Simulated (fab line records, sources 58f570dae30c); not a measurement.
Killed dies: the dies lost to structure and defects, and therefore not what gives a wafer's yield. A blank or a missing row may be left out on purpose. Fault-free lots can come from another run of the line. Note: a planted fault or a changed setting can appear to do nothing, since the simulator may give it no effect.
Which tool did it? | flow berkeley-cmos170 | 42 wafers from 14 lots sampled at 4 of the route's 331 steps

== WHAT EACH GAUGE READ, for each wafer ==
UCB170_PWELL_THK_MEAS_03.
lot  | measured    | on            | PWELL_OXIDE_THK (nm)
L856 | day 2 23:07 | film-metro-02 | 26.1 26.5 25.9
L857 | day 3 07:11 | film-metro-01 | 25.8 25.7 25.8
L858 | day 3 09:04 | film-metro-02 | 26.5 25.8 25.8
L861 | day 3 16:55 | film-metro-01 | 26.6 26.8 26.8
L860 | day 3 18:25 | film-metro-01 | 27.2 27.3 27.2
L862 | day 4 06:43 | film-metro-04 | 26.7 26.3 26.8
L863 | day 4 06:43 | film-metro-01 | 26.2 26.3 26.4
L864 | day 4 11:46 | film-metro-01 | 26.8 26.5 27.0
L866 | day 4 22:28 | film-metro-02 | 25.9 25.7 26.0
L868 | day 5 09:47 | film-metro-04 | 26.2 26.9 26.4
L870 | day 6 01:23 | film-metro-02 | 25.5 25.7 26.2
L873 | day 6 13:53 | film-metro-01 | 26.4 26.1 26.5
L875 | day 7 10:08 | film-metro-01 | 26.5 27.0 26.6
L876 | day 7 13:47 | film-metro-02 | 26.4 26.8 26.5

UCB170_ACTIVE_CD_MEAS_90 targets a cd of 1200 nm.
lot  | measured    | on        | cd-nm (nm)
L856 | day 4 09:03 | cd-sem-01 | 1198.8 1199.6 1199.4
L857 | day 4 19:52 | cd-sem-02 | 1199.1 1198.9 1200.3
L858 | day 4 22:46 | cd-sem-02 | 1202.4 1201.6 1202.7
L861 | day 5 02:46 | cd-sem-01 | 1203.7 1202.3 1201.7
L860 | day 5 03:14 | cd-sem-02 | 1200.0 1199.9 1198.9
L862 | day 6 00:22 | cd-sem-01 | 1199.2 1198.5 1199.9
L863 | day 6 00:29 | cd-sem-01 | 1200.1 1199.5 1199.1
L864 | day 6 00:44 | cd-sem-02 | 1199.0 1198.8 1198.8
L866 | day 7 03:02 | cd-sem-01 | 1200.3 1199.9 1200.0
L868 | day 7 03:14 | cd-sem-02 | 1197.2 1196.0 1196.4
L870 | day 7 15:15 | cd-sem-02 | 1200.9 1199.4 1200.2
L873 | day 8 02:10 | cd-sem-01 | 1199.6 1198.5 1198.7
L875 | day 8 13:47 | cd-sem-01 | 1200.1 1198.5 1200.1
L876 | day 8 22:16 | cd-sem-01 | 1197.6 1197.6 1198.7

UCB170_FIELD_THK_MEAS_02.
lot  | measured    | on            | FIELD_OXIDE_THK (nm)
L856 | day 4 16:25 | film-metro-01 | 568 568 565
L857 | day 5 01:37 | film-metro-04 | 549 551 543
L858 | day 5 10:10 | film-metro-02 | 565 555 565
L861 | day 5 10:08 | film-metro-04 | 573 576 572
L860 | day 5 10:14 | film-metro-02 | 547 547 548
L862 | day 6 14:32 | film-metro-01 | 541 540 540
L863 | day 6 14:31 | film-metro-04 | 556 564 552
L864 | day 6 14:31 | film-metro-02 | 551 557 546
L866 | day 7 11:18 | film-metro-04 | 549 551 546
L868 | day 7 11:18 | film-metro-02 | 553 553 549
L870 | day 7 22:41 | film-metro-02 | 564 565 560
L873 | day 8 08:46 | film-metro-01 | 558 560 566
L875 | day 8 23:27 | film-metro-02 | 556 561 565
L876 | day 9 06:32 | film-metro-01 | 562 569 563

== WHICH TOOL RAN EACH LOT (tool, then ch and the chambers of the sampled wafers, then the start) ==
lot  | UCB170_PFIELD_IMPLANT_07
L856 | implanter-01 ch 0, day 4 10:29
L857 | implanter-02 ch 0, day 4 21:11
L858 | implanter-01 ch 0, day 5 03:17
L861 | implanter-01 ch 0, day 5 05:40
L860 | implanter-01 ch 0, day 5 06:09
L862 | implanter-04 ch 0, day 6 01:40
L863 | implanter-01 ch 0, day 6 01:55
L864 | implanter-02 ch 0, day 6 02:10
L866 | implanter-02 ch 0, day 7 06:22
L868 | implanter-02 ch 0, day 7 06:02
L870 | implanter-04 ch 0, day 7 18:29
L873 | implanter-02 ch 0, day 8 04:28
L875 | implanter-01 ch 0, day 8 16:19
L876 | implanter-01 ch 0, day 8 23:33
- UCB170_PFIELD_IMPLANT_07

== WHAT THE TOOLS THEMSELVES READ (means of the sampled wafers that have a number; where no wafer has one, the mark that the record gives instead) ==
UCB170_PFIELD_IMPLANT_07.
lot  | tool         | tilt-deg (degrees)
L856 | implanter-01 | 7.006
L857 | implanter-02 | 7.023
L858 | implanter-01 | 6.995
L861 | implanter-01 | 6.989
L860 | implanter-01 | 7.037
L862 | implanter-04 | 7.002
L863 | implanter-01 | 7.014
L864 | implanter-02 | 6.993
L866 | implanter-02 | 6.993
L868 | implanter-02 | 6.981
L870 | implanter-04 | 7.029
L873 | implanter-02 | 7.008
L875 | implanter-01 | 7.229
L876 | implanter-01 | 7.228

== THE ANSWER, worked out from the rows above alone ==
Rule: usual is defined by the lots themselves. The widest of any qualifying gaps counts: lots, ordered by their means at a reading, are off when they make up no more than a third of the lots, leave a main group of 4 or more, and stand apart from it by 3 or more times the standard deviation of that group's means. A main group is skipped when, at the precision printed for the reading in the tables above, its means are all equal. A lot without any number at a reading at which 4 lots or more have one is off too. Any other lot the step has rows for is counted as sound. After the gauges, taken in route order, come the tools' own readings; for these a lot's mean is taken, as printed above. The first step at which some lot is off is used, and at that step the reading that is off furthest; a lot without a number counts as furthest.
Off: L875, L876, at UCB170_PFIELD_IMPLANT_07 (tilt-deg). The main group: mean 7.006 degrees, standard deviation 0.016.
If a tool, at that step or one of the process steps before it, ran each lot that is off and ran no sound lot following the first of them, it fits. One candidate fits, namely implanter-01 at UCB170_PFIELD_IMPLANT_07. A fault onset in the window from L863 (day 6 01:55, its last sound lot) to L875 (day 8 16:19, its first lot off) fits.
The tool's own readings at UCB170_PFIELD_IMPLANT_07 bear it out: on the lots that are off they differ by more than 5 times the standard deviation of the sound lots' means. tilt-deg reads 7.229 degrees there against 7.006 degrees on the sound lots.

== WHAT THE SIMULATOR HAD INSERTED ==
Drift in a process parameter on implanter-01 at UCB170_PFIELD_IMPLANT_07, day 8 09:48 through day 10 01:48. The setting tilt-deg was moved by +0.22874, starting from 7. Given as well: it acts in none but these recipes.
Struck lots among those shown: L875, L876. The rule above reached the same finding.
